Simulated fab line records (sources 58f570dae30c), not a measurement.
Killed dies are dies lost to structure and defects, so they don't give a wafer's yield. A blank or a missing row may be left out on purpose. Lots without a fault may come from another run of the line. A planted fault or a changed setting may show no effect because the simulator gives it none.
fab line records | flow berkeley_cmos170
[record] lots = 5 | wafers = 23
route steps=331 shown CONTACT@226 V1@254 M2@283 V2@302
start_h: the number of hours between the record's first day and the start of the first shown wafer of the lot | wait_h: hours from the lot's prior step to this one | " same as the row above | L1.1+2: several wafers, shown together as one row | - no value, or no start was given | * or withheld: withheld | < > ~ a bound
route shown NAME@n: names a module that has steps shown in the file, with the first one's number in the route | usual: the fault-free wafers' mean and standard deviation | same: alike in all rows | chamber/n: place in a boat | sites: the reading at each site | _std_site: standard deviation across them | _edge_site: inner sites' mean taken away from outer sites' mean | radius_mm: how far each site lies from the wafer's centre | mask NAME#n: copy n | behind: the last tool/chamber to shape the wafer | hold: reason for holding the lot/hours on hold/outcome of the hold | device: whichever transistor did not switch (one of n, p or np) | end of line: at the end of the route, the tests of the same wafers | a step with no rows: only its recipe | killed: count of dies lost to structure and defects at first sort (not the wafer's yield) | map: shows each die of a wafer: x if killed, . if not, _ if none is there
set.NAME: the setting as run; set.NAME@STEP: as run at that earlier step | model.NAME: the simulator's own value behind a step, which no gauge read
lots where settings were altered on purpose, with a table for each step and a row for each wafer
[[steps]]
[step UCB170_CONTACT_COAT_10]
[recipe] resist = KrF | spin_rpm = 1500 | resist_thk_nm = 900
lot.wafer | tool           | chamber | start_h | wait_h | set.spin_rpm | model.KrF_of_CONTACT_COAT_10.thk_nm
L074.1    | litho_track-01 | 0       | -       | -      | 1500         | 903.6
L074.2    | "              | 0       | "       | "      | 1500         | 901.3
L074.4    | "              | 0       | "       | "      | 1400         | 935.9
L074.5    | "              | 0       | "       | "      | 1400         | 933.4
L074.6    | "              | 0       | "       | "      | 1400         | 933.8
L076.1    | litho_track-03 | 0       | -       | -      | 1439         | 920.8
L076.3    | "              | 0       | "       | "      | 1500         | 903.7
L076.4    | "              | 0       | "       | "      | 1439         | 923.6
L076.5    | "              | 0       | "       | "      | 1500         | 903.8
L076.6    | "              | 0       | "       | "      | 1500         | 903.4
L082.1    | litho_track-04 | 0       | -       | -      | 1500         | 900.7
L082.2    | "              | 0       | "       | "      | 1500         | 902.1
L082.4    | "              | 0       | "       | "      | 1500         | 904.1
L082.5    | "              | 0       | "       | "      | 1500         | 901
L082.6    | "              | 0       | "       | "      | 1500         | 902.4
L083.1    | litho_track-01 | 0       | -       | -      | 1500         | 903.2
L083.5    | "              | 0       | "       | "      | 1500         | 903.9
L083.6    | "              | 0       | "       | "      | 1500         | 904.1
L084.1    | litho_track-01 | 0       | -       | -      | 1500         | 897.5
L084.2    | "              | 0       | "       | "      | 1500         | 897.6
L084.3    | "              | 0       | "       | "      | 1500         | 896.6
L084.4    | "              | 0       | "       | "      | 1500         | 898.8
L084.6    | "              | 0       | "       | "      | 1500         | 897.3
[step UCB170_CONTACT_SOFTBAKE_11]
[recipe] resist = KrF | temp_c = 130 | time_s = 60
[step UCB170_CONTACT_EXPOSE_12]
[recipe] mask_id = CONT | target_cd_nm = 700 | na = 0.5 | sigma_outer = 0.6 | source_shape = conventional | dose_mj = 35
[step UCB170_CONTACT_ETCH_17]
[recipe] chemistry = N2/H2 | target_depth_a = withheld | overetch_a = withheld | target = BARC | time_s = withheld | source_w = 500 | bias_w = 100 | pressure_mtorr = 30 | n2_flow_sccm = 100 | h2_flow_sccm = 200
[step UCB170_CONTACT_ETCH_18]
[recipe] chemistry = CHF3/CF4/Ar | target = PSG | stop_on = TiSi2 | CHF3_flow_sccm = 45 | cf4_flow_sccm = 15 | Ar_flow_sccm = 150 | pressure_mtorr = 200 | rf_w = 700 | target_depth_a = 8400 | over_etch_frac = 0.2 | time_s = 195
lot.wafer | tool        | chamber | start_h | wait_h | set.spin_rpm@CONTACT_COAT_10 | model.KrF_of_CONTACT_COAT_10.thk_nm
L074.1    | rie_diel-04 | 2       | -       | -      | 1500                         | 696.2
L074.2    | "           | 0       | "       | "      | 1500                         | 692.8
L074.4    | "           | 1       | "       | "      | 1400                         | 733.1
L074.5    | "           | 3       | "       | "      | 1400                         | 725.3
L074.6    | "           | 2       | "       | "      | 1400                         | 727.5
L076.1    | rie_diel-04 | 3       | -       | -      | 1439                         | 708.3
L076.3    | "           | 2       | "       | "      | 1500                         | 694.9
L076.4    | "           | 1       | "       | "      | 1439                         | 717.7
L076.5    | "           | 2       | "       | "      | 1500                         | 693.4
L076.6    | "           | 1       | "       | "      | 1500                         | 696.6
L082.1    | rie_diel-01 | 3       | -       | -      | 1500                         | 693.7
L082.2    | "           | 2       | "       | "      | 1500                         | 690.8
L082.4    | "           | 2       | "       | "      | 1500                         | 696
L082.5    | "           | 1       | "       | "      | 1500                         | 693.5
L082.6    | "           | 3       | "       | "      | 1500                         | 696.5
L083.1+5  | rie_diel-01 | 1       | -       | -      | 1500                         | 695.4
L083.6    | "           | 2       | "       | "      | 1500                         | 693
L084.1    | rie_diel-04 | 2       | -       | -      | 1500                         | 687.5
L084.2    | "           | 3       | "       | "      | 1500                         | 688.4
L084.3+6  | "           | 1,2     | "       | "      | 1500                         | 689.4
L084.4    | "           | 0       | "       | "      | 1500                         | 691.3
[step UCB170_V1_CVD_00]
[recipe] material = SiO2 | target_thk_nm = 2000 | temp_c = 390 | precursor = TEOS/O2 | time_s = 250 | rf_w = 550 | pressure_mtorr = 9000
lot.wafer | tool     | chamber | start_h | wait_h | set.time_s | model.SiO2_of_V1_CVD_00.thk_nm
L074.1    | pecvd-04 | 0       | 137.60  | 0.2    | 240.3      | 1911
L074.2    | "        | 2       | "       | "      | 250        | 2004
L074.4    | "        | 2       | "       | "      | 250        | 2040
L074.5    | "        | 0       | "       | "      | 250        | 2039
L074.6    | "        | 1       | "       | "      | 240.3      | 1917
L076.1    | pecvd-01 | 0       | 151.84  | 0.0    | 250        | 1952
L076.3    | "        | 1       | "       | "      | 250        | 1956
L076.4    | "        | 0       | "       | "      | 250        | 1983
L076.5    | "        | 1       | "       | "      | 250        | 2001
L076.6    | "        | 2       | "       | "      | 250        | 1991
L082.1    | pecvd-04 | 1       | 182.81  | 0.0    | 250        | 1980
L082.2    | "        | 0       | "       | "      | 250        | 1962
L082.4    | "        | 1       | "       | "      | 250        | 2001
L082.5    | "        | 2       | "       | "      | 250        | 1994
L082.6    | "        | 0       | "       | "      | 250        | 1991
L083.1    | pecvd-01 | 2       | 195.09  | 0.0    | 250        | 1962
L083.5    | "        | 0       | "       | "      | 250        | 2000
L083.6    | "        | 2       | "       | "      | 250        | 1994
L084.1    | pecvd-01 | 2       | 206.48  | 0.0    | 274.7      | 2161
L084.2    | "        | 1       | "       | "      | 274.7      | 2154
L084.3    | "        | 0       | "       | "      | 250        | 1961
L084.4    | "        | 1       | "       | "      | 250        | 1971
L084.6    | "        | 2       | "       | "      | 274.7      | 2197
[step UCB170_V1_THK_MEAS_01]
[recipe] reads = SiO2_of_V1_CVD_00
[usual] V1_TEOS_THK = 1987/23
lot.wafer | tool          | chamber | start_h | wait_h | set.time_s@V1_CVD_00 | V1_TEOS_THK[nm]
L074.1    | film_metro-01 | -       | 137.76  | 0.1    | 240.3                | 1911
L074.2    | "             | -       | "       | "      | 250                  | 2003
L074.4    | "             | -       | "       | "      | 250                  | 2040
L074.5    | "             | -       | "       | "      | 250                  | 2039
L074.6    | "             | -       | "       | "      | 240.3                | 1917
L076.1    | film_metro-01 | -       | 151.99  | 0.1    | 250                  | 1951
L076.3    | "             | -       | "       | "      | 250                  | 1957
L076.4    | "             | -       | "       | "      | 250                  | 1982
L076.5    | "             | -       | "       | "      | 250                  | 1999
L076.6    | "             | -       | "       | "      | 250                  | 1989
L082.1    | film_metro-03 | -       | 182.96  | 0.1    | 250                  | 1980
L082.2    | "             | -       | "       | "      | 250                  | 1962
L082.4    | "             | -       | "       | "      | 250                  | 2002
L082.5    | "             | -       | "       | "      | 250                  | 1996
L082.6    | "             | -       | "       | "      | 250                  | 1992
L083.1    | film_metro-01 | -       | 195.24  | 0.1    | 250                  | 1963
L083.5    | "             | -       | "       | "      | 250                  | 2000
L083.6    | "             | -       | "       | "      | 250                  | 1995
L084.1    | film_metro-03 | -       | 206.64  | 0.1    | 274.7                | 2159
L084.2    | "             | -       | "       | "      | 274.7                | 2154
L084.3    | "             | -       | "       | "      | 250                  | 1965
L084.4    | "             | -       | "       | "      | 250                  | 1970
L084.6    | "             | -       | "       | "      | 274.7                | 2196
[step UCB170_M2_EXPOSE_12]
[recipe] mask_id = METAL2 | target_cd_nm = 700 | na = 0.5 | sigma_outer = 0.6 | source_shape = conventional | dose_mj = 26
lot.wafer      | tool           | chamber | start_h | wait_h | mask     | set.dose_mj
L074.1+2+5     | krf_scanner-02 | 0       | 142.59  | -      | METAL2#0 | 26
L074.4+6       | "              | 0       | "       | "      | METAL2#0 | 26.73
L076.1+3+5     | krf_scanner-02 | 0       | 156.80  | -      | METAL2#0 | 24.96
L076.4+6       | "              | 0       | "       | "      | METAL2#0 | 26
L082.1+2+4+5+6 | krf_scanner-02 | 0       | 187.84  | -      | METAL2#0 | 26
L083.1+5+6     | krf_scanner-01 | 0       | 201.03  | -      | METAL2#0 | 26
L084.1+6       | krf_scanner-02 | 0       | 210.62  | -      | METAL2#0 | 26
L084.2+3+4     | "              | 0       | "       | "      | METAL2#0 | 26.49
[step UCB170_M2_PEB_13]
[recipe] peb_temp_c = 130.5 | peb_time_s = withheld | resist = KrF
[step UCB170_M2_DEVELOP_14]
[recipe] developer = TMAH | develop_time_s = 45 | resist = KrF | dev_temp_c = 21
[step UCB170_M2_CD_MEAS_15]
[recipe] target_cd_nm = 700
[usual] cd_nm = 700.2/1.5
lot.wafer | tool      | chamber | start_h | wait_h | set.dose_mj@M2_EXPOSE_12 | cd_nm
L074.1    | cd_sem-01 | -       | 142.98  | -      | 26                       | 700.4
L074.2    | "         | -       | "       | "      | 26                       | 701.0
L074.4    | "         | -       | "       | "      | 26.73                    | 696.1
L074.5    | "         | -       | "       | "      | 26                       | 701.1
L074.6    | "         | -       | "       | "      | 26.73                    | 695.8
L076.1    | cd_sem-01 | -       | 157.42  | -      | 24.96                    | 707.0
L076.3    | "         | -       | "       | "      | 24.96                    | 706.9
L076.4    | "         | -       | "       | "      | 26                       | 700.0
L076.5    | "         | -       | "       | "      | 24.96                    | 706.4
L076.6    | "         | -       | "       | "      | 26                       | 699.2
L082.1    | cd_sem-02 | -       | 188.44  | -      | 26                       | 700.8
L082.2    | "         | -       | "       | "      | 26                       | 699.1
L082.4    | "         | -       | "       | "      | 26                       | 700.3
L082.5    | "         | -       | "       | "      | 26                       | 699.8
L082.6    | "         | -       | "       | "      | 26                       | 700.1
L083.1    | cd_sem-02 | -       | 201.42  | -      | 26                       | 701.6
L083.5    | "         | -       | "       | "      | 26                       | 702.1
L083.6    | "         | -       | "       | "      | 26                       | 700.7
L084.1    | cd_sem-02 | -       | 211.17  | -      | 26                       | 699.4
L084.2    | "         | -       | "       | "      | 26.49                    | 694.6
L084.3    | "         | -       | "       | "      | 26.49                    | 694.5
L084.4    | "         | -       | "       | "      | 26.49                    | 694.3
L084.6    | "         | -       | "       | "      | 26                       | 697.9
[step UCB170_M2_ETCH_17]
[recipe] chemistry = N2/H2 | target_depth_a = withheld | overetch_a = withheld | target = BARC | time_s = withheld | source_w = 500 | bias_w = 100 | pressure_mtorr = 30 | n2_flow_sccm = 100 | h2_flow_sccm = 200
lot.wafer | tool        | chamber | start_h | wait_h | set.dose_mj@M2_EXPOSE_12 | model.M2.cd_nm
L074.1    | rie_diel-02 | 1       | 143.14  | 0.0    | 26                       | 700
L074.2    | "           | 2       | "       | "      | 26                       | 700.6
L074.4    | "           | 0       | "       | "      | 26.73                    | 695.9
L074.5    | "           | 3       | "       | "      | 26                       | 701.2
L074.6    | "           | 2       | "       | "      | 26.73                    | 695
L076.1    | rie_diel-02 | 3       | 157.58  | 0.0    | 24.96                    | 707.1
L076.3    | "           | 2       | "       | "      | 24.96                    | 707.3
L076.4+6  | "           | 1,2     | "       | "      | 26                       | 700.2
L076.5    | "           | 1       | "       | "      | 24.96                    | 706.8
L082.1    | rie_diel-03 | 3       | 188.60  | 0.0    | 26                       | 700.6
L082.2    | "           | 0       | "       | "      | 26                       | 699.1
L082.4    | "           | 1       | "       | "      | 26                       | 700
L082.5    | "           | 3       | "       | "      | 26                       | 699.7
L082.6    | "           | 2       | "       | "      | 26                       | -
L083.1    | rie_diel-01 | 0       | 201.58  | 0.0    | 26                       | 701.8
L083.5    | "           | 1       | "       | "      | 26                       | 702.4
L083.6    | "           | 2       | "       | "      | 26                       | 700.8
L084.1    | rie_diel-03 | 2       | 211.33  | 0.0    | 26                       | 699.4
L084.2    | "           | 1       | "       | "      | 26.49                    | 694.7
L084.3    | "           | 3       | "       | "      | 26.49                    | 694.6
L084.4    | "           | 0       | "       | "      | 26.49                    | 693.5
L084.6    | "           | 2       | "       | "      | 26                       | 697.5
[step UCB170_M2_METAL_ETCH_18]
[recipe] chemistry = Cl2/BCl3 | target = Al | stop_on = SiO2 | pressure_mtorr = 12 | target_depth_a = 11700 | over_etch_frac = 0.3 | time_s = 195 | icp_w = 600 | bias_w = 120 | Cl2_flow_sccm = 90 | bcl3_flow_sccm = 45
lot.wafer | tool         | chamber | start_h | wait_h | set.over_etch_frac | set.dose_mj@M2_EXPOSE_12 | model.KrF_of_M2_COAT_10.thk_nm | model.M2.cd_nm
L074.1    | rie_metal-04 | 0       | 143.18  | -      | 0.3                | 26                       | 228                            | 699.4
L074.2    | "            | 1       | "       | "      | 0.3622             | 26                       | 193.7                          | 698.7
L074.4    | "            | 1       | "       | "      | 0.3622             | 26.73                    | 190.6                          | 692.6
L074.5    | "            | 0       | "       | "      | 0.3                | 26                       | 223.1                          | 701.6
L074.6    | "            | 1       | "       | "      | 0.3622             | 26.73                    | 184.5                          | 690.6
L076.1    | rie_metal-02 | 1       | 157.62  | -      | 0.3                | 24.96                    | 209.1                          | 703.6
L076.3    | "            | 0       | "       | "      | 0.3339             | 24.96                    | 196.9                          | 705.7
L076.4    | "            | 1       | "       | "      | 0.3                | 26                       | 206.6                          | 699
L076.5    | "            | 0       | "       | "      | 0.3339             | 24.96                    | 188.9                          | 704.9
L076.6    | "            | 1       | "       | "      | 0.3                | 26                       | 207.2                          | 700.3
L082.1    | rie_metal-03 | 0       | 188.64  | -      | 0.3                | 26                       | 215.4                          | 704
L082.2    | "            | 1       | "       | "      | 0.2366             | 26                       | 258.3                          | 704.1
L082.4    | "            | 0       | "       | "      | 0.3                | 26                       | 218.7                          | 703.2
L082.5    | "            | 1       | "       | "      | 0.2366             | 26                       | 264.2                          | 704.7
L082.6    | "            | 0       | "       | "      | 0.3                | 26                       | 206.9                          | 705.9
L083.1    | rie_metal-02 | 0       | 201.62  | -      | 0.3                | 26                       | 203.2                          | 699.9
L083.5    | "            | 1       | "       | "      | 0.3                | 26                       | 205.1                          | 702.8
L083.6    | "            | 0       | "       | "      | 0.3                | 26                       | 201                            | 698.2
L084.1    | rie_metal-04 | 1       | 211.37  | -      | 0.3                | 26                       | 213.6                          | 698.4
L084.2    | "            | 0       | "       | "      | 0.3                | 26.49                    | 219.9                          | 694.3
L084.3    | "            | 0       | "       | "      | 0.3                | 26.49                    | 222.3                          | 694.1
L084.4    | "            | 1       | "       | "      | 0.3                | 26.49                    | 211.1                          | 694.7
L084.6    | "            | 1       | "       | "      | 0.3                | 26                       | 211.1                          | 700
[step UCB170_M2_STRIP_19]
[recipe] chemistry = O2 | power_w = 400 | pressure_mtorr = 3500 | platen_temp_c = withheld | o2_flow_sccm = 400 | overash_fraction = 0.5
[usual] oes_product_au = 0.546/0.0092
lot.wafer | tool            | chamber | start_h | wait_h | set.over_etch_frac@M2_METAL_ETCH_18 | oes_product_au
L074.1    | plasma_asher-03 | 0       | 143.37  | 0.1    | 0.3                                 | 0.557
L074.2    | "               | 1       | "       | "      | 0.3622                              | 0.522
L074.4    | "               | 1       | "       | "      | 0.3622                              | 0.520
L074.5    | "               | 0       | "       | "      | 0.3                                 | 0.556
L074.6    | "               | 1       | "       | "      | 0.3622                              | 0.515
L076.1    | plasma_asher-03 | 1       | 157.81  | 0.1    | 0.3                                 | 0.549
L076.3    | "               | 1       | "       | "      | 0.3339                              | 0.521
L076.4    | "               | 0       | "       | "      | 0.3                                 | 0.537
L076.5    | "               | 0       | "       | "      | 0.3339                              | 0.522
L076.6    | "               | 1       | "       | "      | 0.3                                 | 0.533
L082.1    | plasma_asher-02 | 0       | 188.83  | 0.1    | 0.3                                 | 0.547
L082.2    | "               | 1       | "       | "      | 0.2366                              | 0.588
L082.4    | "               | 1       | "       | "      | 0.3                                 | 0.556
L082.5    | "               | 1       | "       | "      | 0.2366                              | 0.599
L082.6    | "               | 0       | "       | "      | 0.3                                 | 0.538
L083.1    | plasma_asher-02 | 1       | 201.81  | 0.1    | 0.3                                 | 0.529
L083.5    | "               | 1       | "       | "      | 0.3                                 | 0.535
L083.6    | "               | 0       | "       | "      | 0.3                                 | 0.530
L084.1    | plasma_asher-03 | 1       | 211.56  | 0.1    | 0.3                                 | 0.549
L084.2    | "               | 0       | "       | "      | 0.3                                 | 0.553
L084.3    | "               | 0       | "       | "      | 0.3                                 | 0.555
L084.4    | "               | 1       | "       | "      | 0.3                                 | 0.550
L084.6    | "               | 1       | "       | "      | 0.3                                 | 0.537
[step UCB170_M2_CD_MEAS_90]
[recipe] target_cd_nm = 700
[usual] cd_nm = 700.4/2
lot.wafer | tool      | chamber | start_h | wait_h | set.dose_mj@M2_EXPOSE_12 | cd_nm
L074.1    | cd_sem-01 | -       | 143.47  | 0.1    | 26                       | 698.9
L074.2    | "         | -       | "       | "      | 26                       | 698.7
L074.4    | "         | -       | "       | "      | 26.73                    | 692.5
L074.5    | "         | -       | "       | "      | 26                       | 701.7
L074.6    | "         | -       | "       | "      | 26.73                    | 690.9
L076.1    | cd_sem-01 | -       | 157.91  | 0.1    | 24.96                    | 703.7
L076.3    | "         | -       | "       | "      | 24.96                    | 705.5
L076.4    | "         | -       | "       | "      | 26                       | 699.2
L076.5    | "         | -       | "       | "      | 24.96                    | 705.2
L076.6    | "         | -       | "       | "      | 26                       | 700.4
L082.1    | cd_sem-02 | -       | 188.93  | 0.1    | 26                       | 704.4
L082.2    | "         | -       | "       | "      | 26                       | 703.9
L082.4    | "         | -       | "       | "      | 26                       | 703.3
L082.5    | "         | -       | "       | "      | 26                       | 704.7
L082.6    | "         | -       | "       | "      | 26                       | 705.8
L083.1    | cd_sem-02 | -       | 201.91  | 0.1    | 26                       | 700.4
L083.5    | "         | -       | "       | "      | 26                       | 702.7
L083.6    | "         | -       | "       | "      | 26                       | 698.2
L084.1    | cd_sem-02 | -       | 211.66  | 0.1    | 26                       | 698.2
L084.2    | "         | -       | "       | "      | 26.49                    | 694.1
L084.3    | "         | -       | "       | "      | 26.49                    | 694.2
L084.4    | "         | -       | "       | "      | 26.49                    | 694.7
L084.6    | "         | -       | "       | "      | 26                       | 700.1
[step UCB170_V2_PEB_10]
[recipe] peb_temp_c = 130 | peb_time_s = withheld | resist = KrF
lot.wafer      | tool           | chamber | start_h | wait_h | set.peb_temp_c
L074.1+2+4+5+6 | litho_track-01 | 0       | 145.42  | 0.2    | 130
L076.1+5       | litho_track-04 | 0       | 159.47  | 0.1    | 130
L076.3+4+6     | "              | 0       | "       | "      | 131.2
L082.1+4       | litho_track-03 | 0       | 190.65  | 0.1    | 130
L082.2+5+6     | "              | 0       | "       | "      | 132.7
L083.1+5+6     | litho_track-04 | 0       | 203.68  | 0.2    | 130
L084.1+4+6     | litho_track-03 | 0       | 213.55  | 0.1    | 130
L084.2+3       | "              | 0       | "       | "      | 132.9
[step UCB170_V2_DEVELOP_11]
[recipe] developer = TMAH | develop_time_s = 45 | resist = KrF | dev_temp_c = 21
[step UCB170_V2_CD_MEAS_12]
[recipe] target_cd_nm = 700
[usual] cd_nm = 699.9/0.97
lot.wafer | tool      | chamber | start_h | wait_h | set.peb_temp_c@V2_PEB_10 | cd_nm
L074.1    | cd_sem-01 | -       | 145.70  | -      | 130                      | 700.2
L074.2    | "         | -       | "       | "      | 130                      | 700.2
L074.4    | "         | -       | "       | "      | 130                      | 700.2
L074.5    | "         | -       | "       | "      | 130                      | 700.9
L074.6    | "         | -       | "       | "      | 130                      | 700.0
L076.1    | cd_sem-01 | -       | 159.74  | -      | 130                      | 701.0
L076.3    | "         | -       | "       | "      | 131.2                    | 708.4
L076.4    | "         | -       | "       | "      | 131.2                    | 709.0
L076.5    | "         | -       | "       | "      | 130                      | 700.3
L076.6    | "         | -       | "       | "      | 131.2                    | 708.9
L082.1    | cd_sem-01 | -       | 190.92  | -      | 130                      | 699.6
L082.2    | "         | -       | "       | "      | 132.7                    | 715.1
L082.4    | "         | -       | "       | "      | 130                      | 698.5
L082.5    | "         | -       | "       | "      | 132.7                    | 715.0
L082.6    | "         | -       | "       | "      | 132.7                    | 714.9
L083.1    | cd_sem-01 | -       | 203.96  | -      | 130                      | 700.3
L083.5    | "         | -       | "       | "      | 130                      | 700.2
L083.6    | "         | -       | "       | "      | 130                      | 700.2
L084.1    | cd_sem-02 | -       | 213.82  | -      | 130                      | 700.4
L084.2    | "         | -       | "       | "      | 132.9                    | 715.1
L084.3    | "         | -       | "       | "      | 132.9                    | 716.9
L084.4    | "         | -       | "       | "      | 130                      | 699.7
L084.6    | "         | -       | "       | "      | 130                      | 698.9
[step UCB170_V2_ETCH_14]
[recipe] chemistry = CHF3/CF4/Ar | target = SiO2 | stop_on = Al | CHF3_flow_sccm = 45 | cf4_flow_sccm = 15 | Ar_flow_sccm = 150 | pressure_mtorr = 200 | rf_w = 700 | target_depth_a = 12500 | over_etch_frac = 0.25 | time_s = 291
lot.wafer | tool        | chamber | start_h | wait_h | set.peb_temp_c@V2_PEB_10 | model.V2.cd_nm
L074.1    | rie_diel-04 | 2       | 145.85  | 0.0    | 130                      | 700.4
L074.2    | "           | 0       | "       | "      | 130                      | 700.5
L074.4    | "           | 1       | "       | "      | 130                      | 699.7
L074.5    | "           | 1       | "       | "      | 130                      | 701.7
L074.6    | "           | 2       | "       | "      | 130                      | 699.9
L076.1    | rie_diel-04 | 1       | 159.90  | 0.0    | 130                      | 701.2
L076.3    | "           | 1       | "       | "      | 131.2                    | 708.9
L076.4    | "           | 2       | "       | "      | 131.2                    | 708.6
L076.5    | "           | 2       | "       | "      | 130                      | 700.6
L076.6    | "           | 1       | "       | "      | 131.2                    | 708.5
L082.1    | rie_diel-02 | 1       | 191.08  | 0.0    | 130                      | 700
L082.2    | "           | 3       | "       | "      | 132.7                    | 715.5
L082.4    | "           | 2       | "       | "      | 130                      | 698.4
L082.5    | "           | 0       | "       | "      | 132.7                    | 715.3
L082.6    | "           | 3       | "       | "      | 132.7                    | 714.9
L083.1    | rie_diel-02 | 1       | 204.11  | 0.0    | 130                      | 700.1
L083.5    | "           | 1       | "       | "      | 130                      | 700.2
L083.6    | "           | 0       | "       | "      | 130                      | 700.8
L084.1    | rie_diel-01 | 2       | 213.98  | 0.0    | 130                      | 700.4
L084.2    | "           | 0       | "       | "      | 132.9                    | 716.4
L084.3    | "           | 1       | "       | "      | 132.9                    | 716.9
L084.4    | "           | 3       | "       | "      | 130                      | 699.9
L084.6    | "           | 1       | "       | "      | 130                      | 698.6
[step UCB170_V2_STRIP_15]
[recipe] chemistry = O2 | power_w = 400 | pressure_mtorr = 3500 | platen_temp_c = withheld | o2_flow_sccm = 400 | overash_fraction = 0.5
[step UCB170_V2_CD_MEAS_90]
[recipe] target_cd_nm = 700
[usual] cd_nm = 700.1/0.91
lot.wafer | tool      | chamber | start_h | wait_h | set.peb_temp_c@V2_PEB_10 | cd_nm
L074.1    | cd_sem-01 | -       | 146.13  | 0.1    | 130                      | 700.5
L074.2    | "         | -       | "       | "      | 130                      | 700.7
L074.4    | "         | -       | "       | "      | 130                      | 699.7
L074.5    | "         | -       | "       | "      | 130                      | 701.9
L074.6    | "         | -       | "       | "      | 130                      | 699.9
L076.1    | cd_sem-02 | -       | 160.27  | 0.1    | 130                      | 701.1
L076.3    | "         | -       | "       | "      | 131.2                    | 708.7
L076.4    | "         | -       | "       | "      | 131.2                    | 708.4
L076.5    | "         | -       | "       | "      | 130                      | 700.8
L076.6    | "         | -       | "       | "      | 131.2                    | 708.6
L082.1    | cd_sem-02 | -       | 191.43  | 0.1    | 130                      | 699.6
L082.2    | "         | -       | "       | "      | 132.7                    | 715.8
L082.4    | "         | -       | "       | "      | 130                      | 698.6
L082.5    | "         | -       | "       | "      | 132.7                    | 715.3
L082.6    | "         | -       | "       | "      | 132.7                    | 715.2
L083.1    | cd_sem-01 | -       | 204.39  | 0.1    | 130                      | 700.0
L083.5    | "         | -       | "       | "      | 130                      | 700.1
L083.6    | "         | -       | "       | "      | 130                      | 701.1
L084.1    | cd_sem-01 | -       | 214.26  | 0.1    | 130                      | 700.6
L084.2    | "         | -       | "       | "      | 132.9                    | 716.3
L084.3    | "         | -       | "       | "      | 132.9                    | 717.1
L084.4    | "         | -       | "       | "      | 130                      | 699.9
L084.6    | "         | -       | "       | "      | 130                      | 698.3
[[key]]
[split] step = UCB170_CONTACT_COAT_10 | setting = spin_rpm | stated = 1500 | by = wafer
[response] step = UCB170_CONTACT_COAT_10 | reading = model.KrF_of_CONTACT_COAT_10.thk_nm | change = -4.72 | per = 1% | r = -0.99
[response] step = UCB170_CONTACT_ETCH_18 | reading = model.KrF_of_CONTACT_COAT_10.thk_nm | change = -4.94 | per = 1% | r = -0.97
[split] step = UCB170_V1_CVD_00 | setting = time_s | stated = 250 | by = wafer
[response] step = UCB170_V1_CVD_00 | reading = model.SiO2_of_V1_CVD_00.thk_nm | change = +21.9 | per = 1% | r = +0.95
[response] step = UCB170_V1_THK_MEAS_01 | reading = V1_TEOS_THK | change = +21.7 | per = 1% | r = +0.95
[split] step = UCB170_M2_EXPOSE_12 | setting = dose_mj | stated = 26 | by = wafer
[response] step = UCB170_M2_CD_MEAS_15 | reading = cd_nm | change = -1.83 | per = 1% | r = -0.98
[response] step = UCB170_M2_ETCH_17 | reading = model.M2.cd_nm | change = -1.82 | per = 1% | r = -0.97
[response] step = UCB170_M2_METAL_ETCH_18 | reading = model.M2.cd_nm | change = -1.92 | per = 1% | r = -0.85
[response] step = UCB170_M2_CD_MEAS_90 | reading = cd_nm | change = -1.87 | per = 1% | r = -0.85
[split] step = UCB170_M2_METAL_ETCH_18 | setting = over_etch_frac | stated = 0.3 | by = wafer
[response] step = UCB170_M2_METAL_ETCH_18 | reading = model.KrF_of_M2_COAT_10.thk_nm | change = -1.91 | per = 1% | r = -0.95
[response] step = UCB170_M2_STRIP_19 | reading = oes_product_au | change = -0.00195 | per = 1% | r = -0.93
[split] step = UCB170_V2_PEB_10 | setting = peb_temp_c | stated = 130 | by = wafer
[response] step = UCB170_V2_CD_MEAS_12 | reading = cd_nm | change = +7.6 | per = 1% | r = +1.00
[response] step = UCB170_V2_ETCH_14 | reading = model.V2.cd_nm | change = +7.73 | per = 1% | r = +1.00
[response] step = UCB170_V2_CD_MEAS_90 | reading = cd_nm | change = +7.8 | per = 1% | r = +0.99
